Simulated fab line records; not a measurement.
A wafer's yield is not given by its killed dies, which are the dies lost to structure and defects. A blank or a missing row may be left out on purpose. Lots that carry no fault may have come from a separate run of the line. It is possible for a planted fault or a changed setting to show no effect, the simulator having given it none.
Split-lot trial    flow berkeley_cmos170    5 lots, 23 wafers read, on a route of 331 steps

SPLIT DETAILS
At UCB170_ACTIVE_COAT_08 (resist thk 900 nm), the setting spin_rpm was moved away from the recipe's 1500 rpm on 12 of the 23 wafers read, by -5.7% to +5.9%. For the rest of the wafers, this setting stayed at what the recipe calls for.

The split's own step is where the reading is taken.

THE READING
KrF_of_ACTIVE_COAT_08.thk_nm (the simulator's own value, which no gauge read), in nm, at UCB170_ACTIVE_COAT_08 (resist thk 900 nm). The file does not state a usual value for it. Average 901.8 nm, standard deviation 2.7 nm, over the 11 wafers here run with the recipe.

wafer   tool, chamber at the split  spin_rpm as run, rpm  against the recipe  KrF_of_ACTIVE_COAT_08.thk_nm, nm  against lot-mates on the recipe
L076.1  litho_track-03, 0           1437                  -4.2%               920                               +17.2
L076.2  litho_track-03, 0           1500                  recipe              903.2                             -
L076.3  litho_track-03, 0           1437                  -4.2%               919.5                             +16.8
L076.4  litho_track-03, 0           1500                  recipe              902.3                             -
L076.5  litho_track-03, 0           1437                  -4.2%               919.3                             +16.5
L080.2  litho_track-02, 0           1415                  -5.7%               924.3                             +25.2
L080.3  litho_track-02, 0           1415                  -5.7%               925.1                             +26.1
L080.4  litho_track-02, 0           1500                  recipe              897.7                             -
L080.5  litho_track-02, 0           1415                  -5.7%               923.7                             +24.7
L080.6  litho_track-02, 0           1500                  recipe              900.4                             -
L082.1  litho_track-03, 0           1589                  +5.9%               877.5                             -27.6
L082.3  litho_track-03, 0           1589                  +5.9%               874.1                             -31.0
L082.4  litho_track-03, 0           1500                  recipe              904.1                             -
L082.5  litho_track-03, 0           1500                  recipe              906.1                             -
L082.6  litho_track-03, 0           1589                  +5.9%               875.3                             -29.8
L081.1  litho_track-01, 0           1561                  +4.1%               883.1                             -21.0
L081.2  litho_track-01, 0           1561                  +4.1%               884.1                             -20.0
L081.4  litho_track-01, 0           1500                  recipe              904.6                             -
L081.5  litho_track-01, 0           1561                  +4.1%               886.7                             -17.4
L081.6  litho_track-01, 0           1500                  recipe              903.6                             -
L084.2  litho_track-03, 0           1500                  recipe              898.4                             -
L084.4  litho_track-03, 0           1500                  recipe              901.1                             -
L084.6  litho_track-03, 0           1500                  recipe              898.1                             -

THE FIT
A straight line over all 23 wafers: KrF_of_ACTIVE_COAT_08.thk_nm changes by -4.21 nm for each +1% of spin_rpm; r = -0.99; the points scatter about the line by 2.2 nm.
The same after taking each lot's own level away (the mean of its wafers on the recipe; 23 wafers): -4.61 nm for each +1%; r = -1.00; scatter 1.5 nm.
According to that fit, moving spin_rpm by its largest amount changes the reading by 27 nm.
From 899.05 to 905.10 nm: that is the span of the lots' own levels, equal to 2.2 times the standard deviation above.
So the lot-to-lot level changes the slope little: the two slopes agree.
Check: -28.3 nm against its lot-mates is what the line predicts for one of the wafers moved furthest among these (+5.9%) when that wafer is left out of the fit. Against them it came out at -27.6 nm.

ADDITIONAL SPLITS CARRIED BY THESE WAFERS
These wafers also went through other splits before the reading. Each is held against what the fit with the lots' levels taken away leaves over:
other split on the same wafers      wafers away from the commonest value  r with KrF_of_ACTIVE_COAT_08.thk_nm (lot level and that fit taken away)
UCB170_ZERO_COAT_01 resist_thk_nm   5                                     +0.25
UCB170_ZERO_DEVELOP_05 dev_temp_c   8                                     +0.31
UCB170_NWELL_COAT_07 resist_thk_nm  10                                    +0.31
UCB170_NWELL_DEVELOP_11 dev_temp_c  8                                     -0.12

FILE'S OWN FIT
KrF_of_ACTIVE_COAT_08.thk_nm changes by -4.61 nm for each +1% of spin_rpm, r = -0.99.
